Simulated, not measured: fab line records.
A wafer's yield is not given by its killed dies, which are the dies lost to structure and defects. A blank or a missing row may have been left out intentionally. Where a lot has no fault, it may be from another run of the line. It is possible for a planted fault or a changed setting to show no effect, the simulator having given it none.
Lot-split experiment :: flow berkeley_cmos170 :: route with 331 steps; 5 lots, 27 wafers read

## THE SPLIT
At UCB170_M1_SPUTTER_00 (material Al, target thk 600 nm, time 80 s), the setting time_s was moved away from the recipe's 80 s on 9 of the 27 wafers read, by -26.6% to +54.0%. The other wafers ran this setting at the recipe's value.

## FROM THE SPLIT TO THE READING: what the file shows between them, 5 steps
- UCB170_M1_RS_MEAS_01: measures by four-point-probe
- UCB170_M1_THK_MEAS_02: measures by xrf
- UCB170_M1_COAT_03
- UCB170_M1_COAT_04: resist thk 900 nm
- UCB170_M1_ETCH_11: etches BARC in N2/H2

## THE READING
oes_product_au, in a.u., at UCB170_M1_METAL_ETCH_12 (etches Al in Cl2/BCl3, stops on PSG, target depth 780 nm, time 130 s). Typical for fault-free wafers on this fab line: 0.864 a.u., with standard deviation 0.016 a.u.

wafer: L075.1
tool, chamber at the split: pvd_sputter-04, -
time_s as run, s: 80
against the recipe: recipe
oes_product_au, a.u.: 0.878
against lot-mates on the recipe: -

wafer: L075.4
tool, chamber at the split: pvd_sputter-04, -
time_s as run, s: 80
against the recipe: recipe
oes_product_au, a.u.: 0.859
against lot-mates on the recipe: -

wafer: L075.6
tool, chamber at the split: pvd_sputter-04, -
time_s as run, s: 80
against the recipe: recipe
oes_product_au, a.u.: 0.880
against lot-mates on the recipe: -

wafer: L076.1
tool, chamber at the split: pvd_sputter-03, -
time_s as run, s: 80
against the recipe: recipe
oes_product_au, a.u.: 0.836
against lot-mates on the recipe: -

wafer: L076.2
tool, chamber at the split: pvd_sputter-03, -
time_s as run, s: 80
against the recipe: recipe
oes_product_au, a.u.: 0.843
against lot-mates on the recipe: -

wafer: L076.3
tool, chamber at the split: pvd_sputter-03, -
time_s as run, s: 80
against the recipe: recipe
oes_product_au, a.u.: 0.841
against lot-mates on the recipe: -

wafer: L076.4
tool, chamber at the split: pvd_sputter-03, -
time_s as run, s: 80
against the recipe: recipe
oes_product_au, a.u.: 0.850
against lot-mates on the recipe: -

wafer: L076.5
tool, chamber at the split: pvd_sputter-03, -
time_s as run, s: 80
against the recipe: recipe
oes_product_au, a.u.: 0.849
against lot-mates on the recipe: -

wafer: L076.6
tool, chamber at the split: pvd_sputter-03, -
time_s as run, s: 80
against the recipe: recipe
oes_product_au, a.u.: 0.835
against lot-mates on the recipe: -

wafer: L077.1
tool, chamber at the split: pvd_sputter-04, -
time_s as run, s: 80
against the recipe: recipe
oes_product_au, a.u.: 0.880
against lot-mates on the recipe: -

wafer: L077.2
tool, chamber at the split: pvd_sputter-04, -
time_s as run, s: 80
against the recipe: recipe
oes_product_au, a.u.: 0.884
against lot-mates on the recipe: -

wafer: L077.3
tool, chamber at the split: pvd_sputter-04, -
time_s as run, s: 108.6
against the recipe: +35.7%
oes_product_au, a.u.: 1.007
against lot-mates on the recipe: +0.130

wafer: L077.4
tool, chamber at the split: pvd_sputter-04, -
time_s as run, s: 80
against the recipe: recipe
oes_product_au, a.u.: 0.866
against lot-mates on the recipe: -

wafer: L077.5
tool, chamber at the split: pvd_sputter-04, -
time_s as run, s: 108.6
against the recipe: +35.7%
oes_product_au, a.u.: 0.978
against lot-mates on the recipe: +0.101

wafer: L077.6
tool, chamber at the split: pvd_sputter-04, -
time_s as run, s: 108.6
against the recipe: +35.7%
oes_product_au, a.u.: 1.015
against lot-mates on the recipe: +0.138

wafer: L078.1
tool, chamber at the split: pvd_sputter-04, -
time_s as run, s: 80
against the recipe: recipe
oes_product_au, a.u.: 0.854
against lot-mates on the recipe: -

wafer: L078.2
tool, chamber at the split: pvd_sputter-04, -
time_s as run, s: 80
against the recipe: recipe
oes_product_au, a.u.: 0.853
against lot-mates on the recipe: -

wafer: L078.3
tool, chamber at the split: pvd_sputter-04, -
time_s as run, s: 123.2
against the recipe: +54.0%
oes_product_au, a.u.: 1.014
against lot-mates on the recipe: +0.160

wafer: L078.4
tool, chamber at the split: pvd_sputter-04, -
time_s as run, s: 123.2
against the recipe: +54.0%
oes_product_au, a.u.: 0.990
against lot-mates on the recipe: +0.136

wafer: L078.5
tool, chamber at the split: pvd_sputter-04, -
time_s as run, s: 80
against the recipe: recipe
oes_product_au, a.u.: 0.856
against lot-mates on the recipe: -

wafer: L078.6
tool, chamber at the split: pvd_sputter-04, -
time_s as run, s: 123.2
against the recipe: +54.0%
oes_product_au, a.u.: 1.001
against lot-mates on the recipe: +0.147

wafer: L080.1
tool, chamber at the split: pvd_sputter-03, -
time_s as run, s: 80
against the recipe: recipe
oes_product_au, a.u.: 0.842
against lot-mates on the recipe: -

wafer: L080.2
tool, chamber at the split: pvd_sputter-03, -
time_s as run, s: 58.69
against the recipe: -26.6%
oes_product_au, a.u.: 0.716
against lot-mates on the recipe: -0.134

wafer: L080.3
tool, chamber at the split: pvd_sputter-03, -
time_s as run, s: 80
against the recipe: recipe
oes_product_au, a.u.: 0.858
against lot-mates on the recipe: -

wafer: L080.4
tool, chamber at the split: pvd_sputter-03, -
time_s as run, s: 58.69
against the recipe: -26.6%
oes_product_au, a.u.: 0.706
against lot-mates on the recipe: -0.144

wafer: L080.5
tool, chamber at the split: pvd_sputter-03, -
time_s as run, s: 80
against the recipe: recipe
oes_product_au, a.u.: 0.851
against lot-mates on the recipe: -

wafer: L080.6
tool, chamber at the split: pvd_sputter-03, -
time_s as run, s: 58.69
against the recipe: -26.6%
oes_product_au, a.u.: 0.716
against lot-mates on the recipe: -0.134

FIT RESULTS
A straight line over all 27 wafers: oes_product_au changes by +0.00354 a.u. for each +1% of time_s; r = +0.95; the points scatter about the line by 0.027 a.u.
The same after taking each lot's own level away (the mean of its wafers on the recipe; 27 wafers): +0.00338 a.u. for each +1%; r = +0.97; scatter 0.02 a.u.
That fit puts the effect of the largest move of time_s on the reading at 0.18 a.u.
Across the lots, their own levels run from 0.8423 to 0.8767 a.u., a range of 2.1 times the standard deviation given above.
Consequently the slope shifts little with the lot-to-lot level, the two slopes agreeing.
Check: with one of the wafers moved furthest among these (+54.0%) left out of the fit, the line predicts +0.177 a.u. for it against its lot-mates. Against them it came out at +0.16 a.u.

## THE OTHER SPLITS THESE WAFERS WENT THROUGH
These wafers also went through other splits before the reading. Each is held against what the fit with the lots' levels taken away leaves over:
other split on the same wafers: UCB170_START_OXIDATION_02 ox_time_s
wafers away from the commonest value: 18
r with oes_product_au (lot level and that fit taken away): +0.47

other split on the same wafers: UCB170_SPACER_ETCHBACK_03 time_s
wafers away from the commonest value: 9
r with oes_product_au (lot level and that fit taken away): -0.21

## THE WHOLE CHAIN: every reading that the file lists as answering this split, in the file's order
step: UCB170_M1_SPUTTER_00
what it does: material Al, target thk 600 nm, time 80 s
reading: Al_of_M1_SPUTTER_00.thk_nm (the simulator's own value, which no gauge read)
change (the file's fit): +5.91 nm for each +1% of the setting
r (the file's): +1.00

step: UCB170_M1_RS_MEAS_01
what it does: measures by four-point-probe
reading: M1_AL_RS
change (the file's fit): not straight: 0.0680 at the lowest setting, 0.0486 at the recipe, 0.0315 at the highest
r (the file's): not given

step: UCB170_M1_THK_MEAS_02
what it does: measures by xrf
reading: M1_AL_THK
change (the file's fit): +5.93 for each +1% of the setting
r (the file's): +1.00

step: UCB170_M1_METAL_ETCH_12
what it does: etches Al in Cl2/BCl3, stops on PSG, target depth 780 nm, time 130 s
reading: oes_product_au
change (the file's fit): +0.00328 a.u. for each +1% of the setting
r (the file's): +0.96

## THE FILE'S OWN FIT
oes_product_au changes by +0.00328 a.u. for each +1% of time_s, r = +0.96.
